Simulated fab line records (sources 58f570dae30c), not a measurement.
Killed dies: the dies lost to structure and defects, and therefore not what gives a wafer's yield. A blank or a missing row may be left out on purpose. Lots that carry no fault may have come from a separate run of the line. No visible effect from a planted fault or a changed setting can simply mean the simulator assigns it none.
A struck lot beside a sound one ; flow berkeley_cmos170 ; 43 out of 331 route steps
Sound: these wafers, L500.1, L500.4, L500.6. Wafers L502.3, L502.5, L502.6 were the ones struck. Last of all comes the cause.
For every step that has rows: the tool of each side, followed by ch and its chambers, followed by its first start. Under that, the readings that differ: sound wafers ; struck wafers ; difference of the means ; sigmas: that difference in standard deviations of wafers without a fault.
alike: readings whose means differ by less than 2 such deviations, and words and numbers that are the same on both sides. not compared: withheld readings, readings that some wafer has no value for, bounds like >300 that may hide the same value, and numbers for which the record gives no deviation and whose values overlap.
Wherever a step has rows on one side only, a row that says differs or no value, or a row with sigmas, the two part there. Numbers that don't overlap but have no deviation are shown without sigmas and don't part them. A reading missing from all wafers of one side parts the sides only when that side holds two or more wafers.

UCB170_NVT_OVL_MEAS_06:
  sound on overlay-01 at day 6 23:10; struck on overlay-02 at day 7 17:32
  alike: NVT_OVL
then, 1 step without rows for these wafers: UCB170_NVT_IMPLANT_07.
UCB170_NVT_STRIP_08: strips in O2.
  sound on plasma_asher-02 ch 0,1, day 6 23:20; struck on plasma_asher-02 ch 0,1, day 7 17:44
  alike: drypump_motor_current_A, oes_product_au, strip_time_to_endpoint_s
  not compared: rf_hours_counter_h
UCB170_NVT_TW_MEAS_09:
  sound on film_metro-01 at day 6 23:26; struck on film_metro-02 at day 7 17:49
reading;sound;struck;difference;sigmas
NVT_TW;516 518 518;532 531 531;+14;+3
then, 7 steps without rows for these wafers: UCB170_NVT_CLEAN_10 (cleans in SPM, time 600 s); UCB170_PVT_HMDS_00 (prime time 60 s); UCB170_PVT_COAT_01 (resist thk 900 nm); UCB170_PVT_SOFTBAKE_02 (time 60 s); UCB170_PVT_EXPOSE_03 (exposes mask NWELL, target cd 3000 nm); UCB170_PVT_PEB_04; UCB170_PVT_DEVELOP_05 (develop time 45 s).
UCB170_PVT_OVL_MEAS_06:
  sound on overlay-01 at day 7 02:23; struck on overlay-02 at day 7 21:19
  alike: PVT_OVL
UCB170_PVT_IMPLANT_07:
  sound on implanter-03 ch 0, day 7 02:25; struck on implanter-03 ch 0, day 7 21:23
  alike: beam_on_s, faraday_current_uA
UCB170_PVT_STRIP_08: strips in O2.
  sound on plasma_asher-03 ch 0,1, day 7 02:34; struck on plasma_asher-01 ch 0,1, day 7 21:31
  alike: drypump_motor_current_A, oes_product_au, strip_time_to_endpoint_s
  not compared: rf_hours_counter_h
UCB170_PVT_TW_MEAS_09:
  sound on film_metro-02 at day 7 02:40; struck on film_metro-01 at day 7 21:37
reading;sound;struck;difference;sigmas
PVT_TW;514 512 510;498 495 491;-17;-3
then, 1 step without rows for these wafers: UCB170_GATE_WET_ETCH_00 (etches SiO2 in dHF, time 200 s).
UCB170_FIELD_THK_MEAS_91:
  sound on film_metro-01 at day 7 02:47; struck on film_metro-04 at day 7 21:49
  alike: FIELD_OXIDE_LEFT_2_THK
then, 1 step without rows for these wafers: UCB170_GATE_OXIDATION_01 (target thk 6.6 nm, ox time 1800 s).
UCB170_GATE_THK_MEAS_02:
  sound on film_metro-01 at day 7 09:06; struck on film_metro-01 at day 8 01:05
  alike: GATE_OXIDE_THK
then, 2 steps without rows for these wafers: UCB170_GATE_ANNEAL_03 (time 1800 s); UCB170_GATE_CVD_04 (deposits poly-Si from SiH4, time 1440 s, target thk 214 nm).
UCB170_GATE_THK_MEAS_05:
  sound on film_metro-03 at day 7 15:39; struck on film_metro-01 at day 8 10:49
  alike: GATE_POLY_THK
then, 6 steps without rows for these wafers: UCB170_GATE_COAT_06; UCB170_GATE_COAT_07 (resist thk 900 nm); UCB170_GATE_SOFTBAKE_08 (time 60 s); UCB170_GATE_EXPOSE_09 (exposes mask POLY, target cd 350 nm); UCB170_GATE_PEB_10; UCB170_GATE_DEVELOP_11 (develop time 45 s).
UCB170_GATE_CD_MEAS_12 targets a cd of 350 nm.
  sound on cd_sem-02 at day 7 17:13; struck on cd_sem-02 at day 8 12:26
  alike: cd_nm
UCB170_GATE_OVL_MEAS_13:
  sound on overlay-02 at day 7 17:20; struck on overlay-02 at day 8 12:32
  alike: GATE_OVL
UCB170_GATE_ETCH_14: etches BARC in N2/H2.
  sound on rie_diel-01 ch 0,1, day 7 17:22; struck on rie_diel-01 ch 1,2,3, day 8 12:34
  alike: bias_w, drypump_motor_current_A, oes_product_au, throttle_valve_pct
UCB170_GATE_ETCH_15: etches poly-Si in HBr/Cl2, stops on SiO2, time 56.3 s, target depth 278.2 nm.
  sound on rie_si-02 ch 0,1,3, day 7 17:25; struck on rie_si-01 ch 0,3, day 8 12:36
  alike: bias_w, drypump_motor_current_A, mfc_cl2_sccm, oes_product_au, throttle_valve_pct
  not compared: rf_hours_counter_h
UCB170_GATE_STRIP_16: strips in O2.
  sound on plasma_asher-03 ch 0,1, day 7 17:27; struck on plasma_asher-01 ch 0,1, day 8 12:41
  alike: drypump_motor_current_A, oes_product_au
  not compared: rf_hours_counter_h
UCB170_GATE_CD_MEAS_90 targets a cd of 350 nm.
  sound on cd_sem-02 at day 7 17:33; struck on cd_sem-01 at day 8 12:47
  alike: cd_nm
then, 7 steps without rows for these wafers: UCB170_GATE_CLEAN_17 (cleans in SPM, time 600 s); UCB170_PLDD_HMDS_00 (prime time 60 s); UCB170_PLDD_COAT_01 (resist thk 900 nm); UCB170_PLDD_SOFTBAKE_02 (time 60 s); UCB170_PLDD_EXPOSE_03 (exposes mask PSELECT, target cd 1200 nm); UCB170_PLDD_PEB_04; UCB170_PLDD_DEVELOP_05 (develop time 45 s).
UCB170_PLDD_CD_MEAS_06 targets a cd of 1200 nm.
  sound on cd_sem-02 at day 7 19:25; struck on cd_sem-01 at day 8 14:27
  alike: cd_nm
UCB170_M3_PROBE_99:
  sound on prober-01 at day 9 10:37; struck on prober-02 at day 10 02:10
reading;sound;struck;difference;sigmas
model.etest.pmos_0p35.drive_ua_um_range;5.62 5.132 3.801;16.73 17.17 15.22;+11.52;
model.etest.pmos_0p35.vt_v_range;0.006672 0.007362 0.01159;0.0606 0.06364 0.06509;+0.0546;

WHERE THEY PART
Earliest at UCB170_NVT_TW_MEAS_09; latest, in this record, at UCB170_PVT_TW_MEAS_09. Later steps at which nothing parts them and some readings are alike: UCB170_FIELD_THK_MEAS_91, UCB170_GATE_THK_MEAS_02, UCB170_GATE_THK_MEAS_05, UCB170_GATE_CD_MEAS_12, UCB170_GATE_OVL_MEAS_13, UCB170_GATE_ETCH_14, UCB170_GATE_ETCH_15, UCB170_GATE_STRIP_16, UCB170_GATE_CD_MEAS_90, UCB170_PLDD_CD_MEAS_06.

WHY: the cause the simulator had injected
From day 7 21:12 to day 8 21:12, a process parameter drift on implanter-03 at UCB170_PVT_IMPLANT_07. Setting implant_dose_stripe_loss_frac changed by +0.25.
